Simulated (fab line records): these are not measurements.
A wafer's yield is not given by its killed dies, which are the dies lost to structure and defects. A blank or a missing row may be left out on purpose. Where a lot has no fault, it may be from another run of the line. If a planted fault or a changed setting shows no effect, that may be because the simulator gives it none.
fab line records + flow rit-cmos
record:
- lots: 6
- wafers: 18
- last-day: 7
route steps=202 shown ACTIVE@1 FOX1@20 FOX2@23 M1@202
lots that met no fault: from a run of the same line without faults
start-h: hours from the record's opening day to when the first of the lot's shown wafers began + wait-h: time in hours since the lot's previous step + " the same as in the row above + L1.1+2: one row covering several wafers at once + - no value, or no start was given + * or withheld: withheld + < > ~ a bound
route shown NAME@n: a module of which the file shows steps, and the number in the route of the first + usual: mean/standard deviation taken from wafers without a fault + same: alike in all rows + chamber/n: place in a boat + sites: readings site by site + _std_site: how widely they spread, as a standard deviation + _edge_site: the outer-site mean with the inner-site mean subtracted + radius-mm: for every site, how far away it sits from the centre of the wafer + mask NAME#n: copy n + behind: the tool/chamber that last shaped the wafer + hold: why the lot was held/for how many hours/how that ended + device: transistor that didn't switch, given as n, p or np + end of line: the route-end tests of the same wafers + where a step has no rows: the recipe by itself + killed: not the wafer's yield, but the dies lost to structure and defects at the first sort + map: a wafer's dies, marking killed ones x, the rest . and places with no die _
set.NAME: setting as actually run; set.NAME@STEP: the setting as run at that earlier step + model.NAME: the simulator's own value behind a step, which no gauge read
lots seen at some steps along the route; tables by step, rows by wafer
services: the hour from which a tool's chamber was out of use, counted from the record's first day as start-h (under 0 if before that day), plus the number of hours and why
== steps ==
step: RIT_ACTIVE_BOW_MEAS_00
recipe:
- mode: bow
usual:
- INCOMING_BOW: 1/6.6
| lot.wafer | tool          | chamber | start-h | wait-h | INCOMING_BOW[um] |
|-----------|---------------|---------|---------|--------|------------------|
| L256.1    | film-metro-01 | -       | 15.00   | -      | 4                |
| L256.2    | "             | -       | "       | "      | 2                |
| L256.5    | "             | -       | "       | "      | 8                |
| L257.2    | film-metro-01 | -       | 20.02   | -      | -6               |
| L257.4    | "             | -       | "       | "      | -9               |
| L257.5    | "             | -       | "       | "      | -4               |
| L265.1    | film-metro-03 | -       | 60.00   | -      | -1               |
| L265.2    | "             | -       | "       | "      | -9               |
| L265.4    | "             | -       | "       | "      | 6                |
| L266.1    | film-metro-02 | -       | 65.00   | -      | -5               |
| L266.2    | "             | -       | "       | "      | 2                |
| L266.6    | "             | -       | "       | "      | 3                |
| L273.1    | film-metro-03 | -       | 100.00  | -      | 9                |
| L273.4    | "             | -       | "       | "      | -7               |
| L273.5    | "             | -       | "       | "      | -3               |
| L277.3    | film-metro-02 | -       | 120.04  | -      | -1               |
| L277.4    | "             | -       | "       | "      | 6                |
| L277.5    | "             | -       | "       | "      | -3               |
step: RIT_ACTIVE_OXIDATION_01
recipe:
- temp-c: 1000
- ambient: O2
- target-thk-a: 468
- ox-time-s: 3360
step: RIT_ACTIVE_THK_MEAS_02
recipe:
- reads: SiO2_of_ACTIVE_OXIDATION_01
usual:
- ACTIVE_OXIDE_THK: 46.9/0.86
| lot.wafer | tool          | chamber | start-h | wait-h | ACTIVE_OXIDE_THK[nm] |
|-----------|---------------|---------|---------|--------|----------------------|
| L256.1    | film-metro-03 | -       | 18.54   | 0.0    | 46.4                 |
| L256.2    | "             | -       | "       | "      | 45.5                 |
| L256.5    | "             | -       | "       | "      | 46.8                 |
| L257.2    | film-metro-02 | -       | 22.69   | 0.0    | 48.0                 |
| L257.4    | "             | -       | "       | "      | 48.2                 |
| L257.5    | "             | -       | "       | "      | 47.7                 |
| L265.1    | film-metro-03 | -       | 62.68   | 0.0    | 48.3                 |
| L265.2    | "             | -       | "       | "      | 47.9                 |
| L265.4    | "             | -       | "       | "      | 48.6                 |
| L266.1    | film-metro-02 | -       | 67.17   | 0.0    | 47.2                 |
| L266.2    | "             | -       | "       | "      | 46.6                 |
| L266.6    | "             | -       | "       | "      | 46.9                 |
| L273.1    | film-metro-03 | -       | 102.10  | 0.0    | 47.2                 |
| L273.4    | "             | -       | "       | "      | 46.5                 |
| L273.5    | "             | -       | "       | "      | 46.7                 |
| L277.3    | film-metro-01 | -       | 122.07  | 0.0    | 47.9                 |
| L277.4    | "             | -       | "       | "      | 47.6                 |
| L277.5    | "             | -       | "       | "      | 47.0                 |
step: RIT_ACTIVE_CVD_03
recipe:
- material: Si3N4
- target-thk-nm: 150
- temp-c: 810
- precursor: SiH2Cl2/NH3
- time-s: 1500
- pressure-mtorr: 300
- sih2cl2-flow-sccm: 60
- nh3-flow-sccm: 150
| lot.wafer | tool     | chamber | start-h | wait-h | model.Si3N4_of_ACTIVE_CVD_03.thk-nm |
|-----------|----------|---------|---------|--------|-------------------------------------|
| L256.1    | lpcvd-01 | 1       | 18.60   | 0.1    | 150.8                               |
| L256.2    | "        | 1       | "       | "      | 151.8                               |
| L256.5    | "        | 1       | "       | "      | 150.9                               |
| L257.2    | lpcvd-02 | 1       | 22.74   | 0.0    | 147                                 |
| L257.4    | "        | 1       | "       | "      | 146.8                               |
| L257.5    | "        | 1       | "       | "      | 147.9                               |
| L265.1    | lpcvd-01 | 1       | 62.89   | 0.2    | 145.2                               |
| L265.2    | "        | 1       | "       | "      | 145.5                               |
| L265.4    | "        | 1       | "       | "      | 145                                 |
| L266.1    | lpcvd-01 | 0       | 67.23   | 0.1    | 143.3                               |
| L266.2    | "        | 0       | "       | "      | 144.3                               |
| L266.6    | "        | 0       | "       | "      | 144                                 |
| L273.1    | lpcvd-02 | 0       | 102.16  | 0.1    | 148.1                               |
| L273.4    | "        | 0       | "       | "      | 148.8                               |
| L273.5    | "        | 0       | "       | "      | 147.9                               |
| L277.3    | lpcvd-02 | 0       | 122.11  | 0.0    | 149.7                               |
| L277.4    | "        | 0       | "       | "      | 150.9                               |
| L277.5    | "        | 0       | "       | "      | 149.8                               |
step: RIT_ACTIVE_THK_MEAS_04
recipe:
- reads: Si3N4_of_ACTIVE_CVD_03
usual:
- ACTIVE_NITRIDE_THK: 149.3/1.6
| lot.wafer | tool          | chamber | start-h | wait-h | ACTIVE_NITRIDE_THK[nm] |
|-----------|---------------|---------|---------|--------|------------------------|
| L256.1    | film-metro-03 | -       | 20.02   | 0.0    | 150.8                  |
| L256.2    | "             | -       | "       | "      | 151.7                  |
| L256.5    | "             | -       | "       | "      | 150.9                  |
| L257.2    | film-metro-03 | -       | 24.17   | 0.0    | 146.9                  |
| L257.4    | "             | -       | "       | "      | 147.0                  |
| L257.5    | "             | -       | "       | "      | 147.9                  |
| L265.1    | film-metro-03 | -       | 64.31   | 0.0    | 145.2                  |
| L265.2    | "             | -       | "       | "      | 145.7                  |
| L265.4    | "             | -       | "       | "      | 144.9                  |
| L266.1    | film-metro-03 | -       | 68.64   | 0.0    | 143.3                  |
| L266.2    | "             | -       | "       | "      | 144.2                  |
| L266.6    | "             | -       | "       | "      | 143.9                  |
| L273.1    | film-metro-03 | -       | 103.58  | 0.0    | 148.1                  |
| L273.4    | "             | -       | "       | "      | 148.8                  |
| L273.5    | "             | -       | "       | "      | 147.8                  |
| L277.3    | film-metro-01 | -       | 124.26  | 0.0    | 149.8                  |
| L277.4    | "             | -       | "       | "      | 150.9                  |
| L277.5    | "             | -       | "       | "      | 149.7                  |
step: RIT_ACTIVE_HMDS_05
recipe:
- prime-time-s: 60
- prime-temp-c: 140
step: RIT_ACTIVE_COAT_06
recipe:
- resist: NOVOLAK
- spin-rpm: 3250
- resist-thk-nm: 1000
step: RIT_ACTIVE_SOFTBAKE_07
recipe:
- resist: NOVOLAK
- temp-c: 90
- time-s: 60
step: RIT_ACTIVE_EXPOSE_08
recipe:
- mask-id: M1
- na: 0.6
- source-shape: conventional
- sigma-outer: 0.6
- target-cd-nm: 1400
- dose-mj: 225
step: RIT_ACTIVE_PEB_09
recipe:
- resist: NOVOLAK
- temp-c: withheld
- time-s: withheld
step: RIT_ACTIVE_DEVELOP_10
recipe:
- resist: NOVOLAK
- develop-time-s: 50
- dev-temp-c: 24.02
step: RIT_ACTIVE_CD_MEAS_11
recipe:
- target-cd-nm: 1400
usual:
- cd-nm: 1399.9/2.4
| lot.wafer | tool      | chamber | start-h | wait-h | cd-nm  |
|-----------|-----------|---------|---------|--------|--------|
| L256.1    | cd-sem-01 | -       | 20.93   | -      | 1400.3 |
| L256.2    | "         | -       | "       | "      | 1403.6 |
| L256.5    | "         | -       | "       | "      | 1401.3 |
| L257.2    | cd-sem-01 | -       | 25.09   | -      | 1403.6 |
| L257.4    | "         | -       | "       | "      | 1402.6 |
| L257.5    | "         | -       | "       | "      | 1400.0 |
| L265.1    | cd-sem-01 | -       | 65.34   | -      | 1401.3 |
| L265.2    | "         | -       | "       | "      | 1398.5 |
| L265.4    | "         | -       | "       | "      | 1398.9 |
| L266.1    | cd-sem-01 | -       | 69.71   | -      | 1398.1 |
| L266.2    | "         | -       | "       | "      | 1398.7 |
| L266.6    | "         | -       | "       | "      | 1399.3 |
| L273.1    | cd-sem-02 | -       | 104.73  | -      | 1400.5 |
| L273.4    | "         | -       | "       | "      | 1400.4 |
| L273.5    | "         | -       | "       | "      | 1400.4 |
| L277.3    | cd-sem-01 | -       | 125.37  | -      | 1401.4 |
| L277.4    | "         | -       | "       | "      | 1401.8 |
| L277.5    | "         | -       | "       | "      | 1401.4 |
step: RIT_ACTIVE_HARDBAKE_12
recipe:
- resist: NOVOLAK
- temp-c: 140
- time-s: 60
step: RIT_ACTIVE_ETCH_13
recipe:
- stop-on: SiO2
- chemistry: SF6
- target: Si3N4
- time-s: 210
- over-etch-frac: 0.4115
- SF6_flow_sccm: 200
- pressure-mtorr: 260
- rf-w: 125
- target-depth-a: 2100
usual:
- drypump-motor-current-A: 5.52/0.25
- oes-product-au: 0.818/0.011
- throttle-valve-pct: 7.50/0.12
| lot.wafer | tool        | chamber | start-h | wait-h | drypump-motor-current-A | oes-product-au | rf-hours-counter-h | throttle-valve-pct | model.ACTIVE.feature-depth-nm | model.etch.depth-nm |
|-----------|-------------|---------|---------|--------|-------------------------|----------------|--------------------|--------------------|-------------------------------|---------------------|
| L256.1    | rie-diel-01 | 2       | 21.20   | 0.1    | 6.05                    | 0.824          | 90                 | 7.66               | 151.3                         | 150.8               |
| L256.2    | "           | 3       | "       | "      | 4.96                    | 0.801          | 7                  | 7.58               | 155.2                         | 151.8               |
| L256.5    | "           | 1       | "       | "      | 5.41                    | 0.842          | -                  | 7.30               | 150.9                         | 150.9               |
| L257.2    | rie-diel-01 | 3       | 25.34   | 0.1    | 4.99                    | 0.793          | 7                  | 7.59               | 150.5                         | 147                 |
| L257.4    | "           | 2       | "       | "      | 6.07                    | 0.812          | 91                 | 7.66               | 147.3                         | 146.8               |
| L257.5    | "           | 0       | "       | "      | 5.75                    | 0.823          | -                  | 7.47               | 147.9                         | 147.9               |
| L265.1    | rie-diel-03 | 0       | 65.61   | 0.1    | 5.84                    | 0.794          | 155                | 7.48               | 145.8                         | 145.2               |
| L265.2    | "           | 2       | "       | "      | 5.36                    | 0.813          | 5                  | 7.38               | 148.5                         | 145.5               |
| L265.4    | "           | 1       | "       | "      | 5.18                    | 0.806          | 90                 | 7.60               | 146.1                         | 145                 |
| L266.1    | rie-diel-03 | 1       | 69.98   | 0.1    | 5.19                    | 0.811          | 90                 | 7.60               | 144.4                         | 143.3               |
| L266.2    | "           | 2       | "       | "      | 5.34                    | 0.809          | 5                  | 7.40               | 147.3                         | 144.3               |
| L266.6    | "           | 2       | "       | "      | 5.34                    | 0.807          | -                  | 7.40               | 146.9                         | 144                 |
| L273.1    | rie-diel-02 | 0       | 105.00  | 0.1    | 5.60                    | 0.812          | 23                 | 7.34               | 148.8                         | 148.1               |
| L273.4    | "           | 3       | "       | "      | 5.57                    | 0.811          | -                  | 7.60               | 148.8                         | 148.8               |
| L273.5    | "           | 2       | "       | "      | 5.44                    | 0.806          | -                  | 7.46               | 147.9                         | 147.9               |
| L277.3    | rie-diel-02 | 3       | 125.71  | 0.1    | 5.57                    | 0.809          | 167                | 7.61               | 149.7                         | 149.7               |
| L277.4    | "           | 3       | "       | "      | 5.55                    | 0.818          | -                  | 7.61               | 150.9                         | 150.9               |
| L277.5    | "           | 2       | "       | "      | 5.43                    | 0.811          | -                  | 7.48               | 149.8                         | 149.8               |
step: RIT_ACTIVE_STRIP_14
recipe:
- chemistry: O2
- time-s: 180
- resist: NOVOLAK
- platen-temp-c: withheld
- power-w: 500
- pressure-mtorr: 4000
- o2-flow-sccm: 4000
usual:
- drypump-motor-current-A: 5.73/0.29
| lot.wafer | tool            | chamber | start-h | wait-h | drypump-motor-current-A | rf-hours-counter-h |
|-----------|-----------------|---------|---------|--------|-------------------------|--------------------|
| L256.1    | plasma-asher-04 | 1       | 21.33   | 0.1    | 5.55                    | 37                 |
| L256.2    | "               | 0       | "       | "      | 5.44                    | 37                 |
| L256.5    | "               | 1       | "       | "      | 5.57                    | -                  |
| L257.2    | plasma-asher-01 | 1       | 25.47   | 0.1    | 5.54                    | 38                 |
| L257.4    | "               | 1       | "       | "      | 5.54                    | -                  |
| L257.5    | "               | 1       | "       | "      | 5.55                    | -                  |
| L265.1    | plasma-asher-02 | 0       | 65.75   | 0.1    | 5.85                    | 42                 |
| L265.2    | "               | 1       | "       | "      | 6.18                    | 42                 |
| L265.4    | "               | 1       | "       | "      | 6.19                    | -                  |
| L266.1    | plasma-asher-04 | 0       | 70.11   | 0.1    | 5.42                    | 42                 |
| L266.2    | "               | 1       | "       | "      | 5.56                    | 42                 |
| L266.6    | "               | 1       | "       | "      | 5.55                    | -                  |
| L273.1    | plasma-asher-02 | 0       | 105.13  | 0.1    | 5.80                    | 46                 |
| L273.4    | "               | 1       | "       | "      | 6.14                    | -                  |
| L273.5    | "               | 1       | "       | "      | 6.13                    | -                  |
| L277.3    | plasma-asher-02 | 1       | 125.90  | 0.1    | 6.11                    | -                  |
| L277.4    | "               | 0       | "       | "      | 5.83                    | -                  |
| L277.5    | "               | 0       | "       | "      | 5.86                    | -                  |
step: RIT_ACTIVE_CD_MEAS_90
recipe:
- target-cd-nm: 1400
usual:
- cd-nm: 1400.0/2.5
| lot.wafer | tool      | chamber | start-h | wait-h | cd-nm  |
|-----------|-----------|---------|---------|--------|--------|
| L256.1    | cd-sem-01 | -       | 21.50   | 0.1    | 1400.1 |
| L256.2    | "         | -       | "       | "      | 1403.1 |
| L256.5    | "         | -       | "       | "      | 1401.1 |
| L257.2    | cd-sem-02 | -       | 25.66   | 0.1    | 1403.2 |
| L257.4    | "         | -       | "       | "      | 1402.5 |
| L257.5    | "         | -       | "       | "      | 1400.7 |
| L265.1    | cd-sem-01 | -       | 65.92   | 0.1    | 1400.9 |
| L265.2    | "         | -       | "       | "      | 1398.9 |
| L265.4    | "         | -       | "       | "      | 1399.0 |
| L266.1    | cd-sem-01 | -       | 70.33   | 0.2    | 1397.5 |
| L266.2    | "         | -       | "       | "      | 1398.6 |
| L266.6    | "         | -       | "       | "      | 1399.6 |
| L273.1    | cd-sem-01 | -       | 105.31  | 0.1    | 1400.3 |
| L273.4    | "         | -       | "       | "      | 1400.5 |
| L273.5    | "         | -       | "       | "      | 1400.5 |
| L277.3    | cd-sem-02 | -       | 126.05  | 0.1    | 1401.8 |
| L277.4    | "         | -       | "       | "      | 1401.6 |
| L277.5    | "         | -       | "       | "      | 1401.5 |
step: RIT_ACTIVE_CLEAN_15
recipe:
- chemistry: SC1
- mix: 3:3:50
- time-s: 600
- temp-c: 75
step: RIT_ACTIVE_CLEAN_16
recipe:
- chemistry: dHF
- dilution: 50:1
- time-s: 30
step: RIT_ACTIVE_CLEAN_17
recipe:
- chemistry: SC2
- mix: 3:3:50
- time-s: 600
- temp-c: 75
- dry: n2-spin
step: RIT_FOX1_OXIDATION_00
recipe:
- temp-c: 1100
- ambient: H2O
- target-thk-a: 3507
- p-h2o-torr: 720
- ox-time-s: 1130
step: RIT_FOX1_THK_MEAS_01
recipe:
- reads: SiO2_of_FOX1_OXIDATION_00
usual:
- FOX1_OXIDE_THK: 350/6.6
| lot.wafer | tool          | chamber | start-h | wait-h | FOX1_OXIDE_THK[nm] |
|-----------|---------------|---------|---------|--------|--------------------|
| L256.1    | film-metro-01 | -       | 23.87   | 0.0    | 342                |
| L256.2    | "             | -       | "       | "      | 351                |
| L256.5    | "             | -       | "       | "      | 346                |
| L257.2    | film-metro-04 | -       | 28.56   | 0.0    | 346                |
| L257.4    | "             | -       | "       | "      | 338                |
| L257.5    | "             | -       | "       | "      | 336                |
| L265.1    | film-metro-01 | -       | 68.73   | 0.0    | 340                |
| L265.2    | "             | -       | "       | "      | 343                |
| L265.4    | "             | -       | "       | "      | 352                |
| L273.1    | film-metro-04 | -       | 110.29  | 0.0    | 353                |
| L273.4    | "             | -       | "       | "      | 346                |
| L273.5    | "             | -       | "       | "      | 357                |
| L277.3    | film-metro-01 | -       | 128.47  | 0.0    | 342                |
| L277.4    | "             | -       | "       | "      | 342                |
| L277.5    | "             | -       | "       | "      | 340                |
step: RIT_FOX1_WET_ETCH_02
recipe:
- chemistry: BOE
- target-depth-nm: 350
- time-s: 390
- temp-c: 21.5
- dry: n2-spin
- dilution: 10:1
- target: SiO2
step: RIT_FOX2_OXIDATION_00
recipe:
- temp-c: 1100
- ambient: H2O
- target-thk-a: 3507
- p-h2o-torr: 720
- ox-time-s: 1130
step: RIT_FOX2_THK_MEAS_01
recipe:
- reads: SiO2_of_FOX2_OXIDATION_00
usual:
- FOX2_OXIDE_THK: 352/6.2
| lot.wafer | tool          | chamber | start-h | wait-h | FOX2_OXIDE_THK[nm] |
|-----------|---------------|---------|---------|--------|--------------------|
| L256.1    | film-metro-04 | -       | 25.52   | 0.0    | 348                |
| L256.2    | "             | -       | "       | "      | 348                |
| L256.5    | "             | -       | "       | "      | 341                |
| L257.2    | film-metro-01 | -       | 31.33   | 0.0    | 361                |
| L257.4    | "             | -       | "       | "      | 359                |
| L257.5    | "             | -       | "       | "      | 354                |
| L265.1    | film-metro-04 | -       | 70.85   | 0.0    | 361                |
| L265.2    | "             | -       | "       | "      | 353                |
| L265.4    | "             | -       | "       | "      | 359                |
| L273.1    | film-metro-03 | -       | 111.78  | 0.0    | 345                |
| L273.4    | "             | -       | "       | "      | 349                |
| L273.5    | "             | -       | "       | "      | 342                |
| L277.3    | film-metro-01 | -       | 130.08  | 0.0    | 360                |
| L277.4    | "             | -       | "       | "      | 357                |
| L277.5    | "             | -       | "       | "      | 352                |
step: RIT_FOX2_CLEAN_02
recipe:
- chemistry: dHF
- dilution: 50:1
- time-s: 180
| lot.wafer | tool         | chamber | start-h | wait-h | model.Si3N4_of_ACTIVE_CVD_03.thk-nm |
|-----------|--------------|---------|---------|--------|-------------------------------------|
| L256.1    | wet-bench-04 | 2       | 25.58   | 0.1    | 131.6                               |
| L256.2    | "            | 2       | "       | "      | 132.5                               |
| L256.5    | "            | 2       | "       | "      | 131.7                               |
| L257.2    | wet-bench-04 | 3       | 31.38   | 0.0    | 127.7                               |
| L257.4    | "            | 3       | "       | "      | 127.5                               |
| L257.5    | "            | 3       | "       | "      | 128.6                               |
| L265.1    | wet-bench-03 | 1       | 70.91   | 0.1    | 125.8                               |
| L265.2    | "            | 1       | "       | "      | 126.2                               |
| L265.4    | "            | 1       | "       | "      | 125.7                               |
| L273.1    | wet-bench-02 | 0       | 111.84  | 0.1    | 128.9                               |
| L273.4    | "            | 0       | "       | "      | 129.6                               |
| L273.5    | "            | 0       | "       | "      | 128.7                               |
| L277.3+5  | wet-bench-04 | 1       | 130.12  | 0.0    | 130.4                               |
| L277.4    | "            | 1       | "       | "      | 131.5                               |
step: RIT_FOX2_WET_ETCH_03
recipe:
- chemistry: H3PO4
- target: Si3N4
- target-depth-nm: 195
- temp-c: 165
- time-s: 2801
step: RIT_M1_PROBE_99
usual:
- killed-at-front-end: 7.2/2.5
- killed-dies: 7.3/2.5
- killed-on-rim: 2.0/1.4
- killed-open: 3.8/1.9
- killed-short: 3.5/1.8
same:
- gross-dies: 264
- killed_at_M0_to_M3: 0
- killed_at_M4_up: 0
- killed-at-back-side: 0
- killed-at-contacts: 0
- killed-at-other: 0
| lot.wafer | tool      | chamber | start-h | wait-h | killed-at-front-end | killed-dies | killed-on-rim | killed-open | killed-short |
|-----------|-----------|---------|---------|--------|---------------------|-------------|---------------|-------------|--------------|
| L256.1    | prober-01 | -       | 66.45   | 0.1    | 8                   | 8           | 3             | 3           | 5            |
| L256.2    | prober-01 | -       | 66.50   | 0.1    | 8                   | 8           | 4             | 4           | 4            |
| L256.5    | prober-01 | -       | 66.65   | 0.2    | 11                  | 11          | 2             | 6           | 5            |
| L257.2    | prober-02 | -       | 72.00   | 0.1    | 10                  | 10          | 3             | 3           | 7            |
| L257.4    | prober-02 | -       | 72.10   | 0.2    | 7                   | 7           | 1             | 2           | 5            |
| L257.5    | prober-02 | -       | 72.15   | 0.2    | 6                   | 6           | 0             | 3           | 3            |
| L265.1    | prober-01 | -       | 112.17  | 0.1    | 9                   | 9           | 1             | 6           | 3            |
| L265.2    | prober-01 | -       | 112.22  | 0.1    | 9                   | 9           | 3             | 4           | 5            |
| L265.4    | prober-01 | -       | 112.32  | 0.2    | 5                   | 5           | 3             | 4           | 1            |
| L273.1    | prober-02 | -       | 152.76  | 0.1    | 10                  | 10          | 2             | 6           | 4            |
| L273.4    | prober-02 | -       | 152.91  | 0.2    | 8                   | 8           | 4             | 5           | 3            |
| L273.5    | prober-02 | -       | 152.96  | 0.2    | 9                   | 9           | 2             | 1           | 8            |
killed by level:class
L256.1 GATE:geometric-particle:short=4 SPACER:geometric-particle:open=2 FOX1:geometric-particle:short=1 GATE:geometric-particle:open=1
L256.2 GATE:geometric-particle:open=3 SILICIDE:geometric-particle:short=2 FOX2:geometric-particle:open=1 GATE:geometric-particle:short=1 REOX:geometric-particle:short=1
L256.5 REOX:geometric-particle:open=3 GATE:geometric-particle:short=2 REOX:geometric-particle:short=2 FOX1:geometric-particle:short=1 FOX2:geometric-particle:open=1 GATE:geometric-particle:open=1 SILICIDE:geometric-particle:open=1
L257.2 FOX2:geometric-particle:short=2 GATE:geometric-particle:open=2 REOX:geometric-particle:short=2 SILICIDE:geometric-particle:short=2 FOX2:geometric-particle:open=1 GATE:geometric-particle:short=1
L257.4 REOX:geometric-particle:short=2 FOX1:geometric-particle:short=1 FOX2:geometric-particle:short=1 FOX2:geometric-particle:open=1 GATE:geometric-particle:open=1 GATE:geometric-particle:short=1
L257.5 FOX2:geometric-particle:short=1 GATE:geometric-particle:short=1 GATE:geometric-particle:open=1 REOX:geometric-particle:open=1 REOX:geometric-particle:short=1 SPACER:geometric-particle:open=1
L265.1 GATE:geometric-particle:open=3 SPACER:geometric-particle:short=2 SILICIDE:geometric-particle:open=2 SPACER:geometric-particle:open=1 SILICIDE:geometric-particle:short=1
L265.2 GATE:geometric-particle:short=2 SPACER:geometric-particle:open=2 SPACER:geometric-particle:short=2 REOX:geometric-particle:open=1 REOX:geometric-particle:short=1 SILICIDE:geometric-particle:open=1
L265.4 FOX1:geometric-particle:open=1 GATE:geometric-particle:short=1 GATE:geometric-particle:open=1 REOX:geometric-particle:open=1 SPACER:geometric-particle:open=1
L273.1 FOX1:geometric-particle:short=2 GATE:geometric-particle:open=2 SPACER:geometric-particle:open=2 FOX2:geometric-particle:open=1 GATE:geometric-particle:short=1 REOX:geometric-particle:open=1 SPACER:geometric-particle:short=1
L273.4 GATE:geometric-particle:open=2 REOX:geometric-particle:short=2 FOX1:geometric-particle:open=1 REOX:geometric-particle:open=1 SPACER:geometric-particle:open=1 SPACER:geometric-particle:short=1
L273.5 REOX:geometric-particle:short=3 GATE:geometric-particle:short=2 SPACER:geometric-particle:short=2 GATE:geometric-particle:open=1 SILICIDE:geometric-particle:short=1
== services ==
| tool            | chamber | start-h | hours | kind           |
|-----------------|---------|---------|-------|----------------|
| rie-diel-02     | 2       | 15.15   | 7.5   | repair         |
| rie-diel-02     | 1       | 24.10   | 127.8 | repair         |
| wet-bench-02    | -       | 49.74   | 1.7   | repair         |
| lpcvd-02        | -       | 63.51   | 6.1   | pm             |
| rie-diel-01     | -       | 70.58   | 2.8   | pm             |
| rie-diel-01     | 3       | 79.01   | 14.1  | repair         |
| plasma-asher-02 | -       | 79.75   | 1.5   | repair         |
| plasma-asher-01 | -       | 86.60   | 2.0   | repair         |
| plasma-asher-04 | -       | 108.75  | 9.0   | pm             |
| plasma-asher-04 | 0       | 108.75  | 9.0   | vent-cycle     |
| plasma-asher-04 | 1       | 108.75  | 9.0   | vent-cycle     |
| rie-diel-03     | 0       | 114.18  | -     | clean          |
| rie-diel-03     | 0       | 114.18  | 22.0  | scheduled-down |
| rie-diel-03     | 0       | 114.18  | 22.0  | vent-cycle     |
| plasma-asher-04 | 0       | 117.75  | -     | clean          |
| plasma-asher-04 | 1       | 117.75  | -     | clean          |
== key ==
first-sign:
- step: RIT_ACTIVE_THK_MEAS_04
- reading: ACTIVE_NITRIDE_THK
- direction: down
- sigmas: 3
- usual: 149.3
- struck: 144.5
effect none on later readings
model-effect:
- step: RIT_ACTIVE_CVD_03
- value: Si3N4_of_ACTIVE_CVD_03.thk-nm
- without: 148.3
- struck: 144.5
model-effect:
- step: RIT_ACTIVE_ETCH_13
- value: ACTIVE.feature-depth-nm
- without: 150.3
- struck: 146.5
model-effect:
- step: RIT_FOX2_CLEAN_02
- value: Si3N4_of_ACTIVE_CVD_03.thk-nm
- without: 129.7
- struck: 125.9
met-at RIT_ACTIVE_CVD_03
struck-wafers L265.1,L265.2,L265.4,L266.1,L266.2,L266.6
rows-end L266.1,L266.2,L266.6
tester-left-out L265
onset-between 18.60 62.89
fault:
- kind: process-parameter-drift
- tool: lpcvd-01
- chamber: -
- onset-h: 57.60
- steps: RIT_ACTIVE_CVD_03
- channel: target-thk-nm
- offset: -3.7965
- shape: step
- end-h: 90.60
- acts-in: these-recipes-only
- stated: 150
tester-left-out: of these lots the tester's yield and bins aren't shown, on N5 and GAA mostly nor the transistor test; their killed dies are dies lost to structure and defects alone, not to doping, threshold or leakage, so they don't give the yield
rows-end: these wafers met a further fault down the route, and their rows from its step on are left out
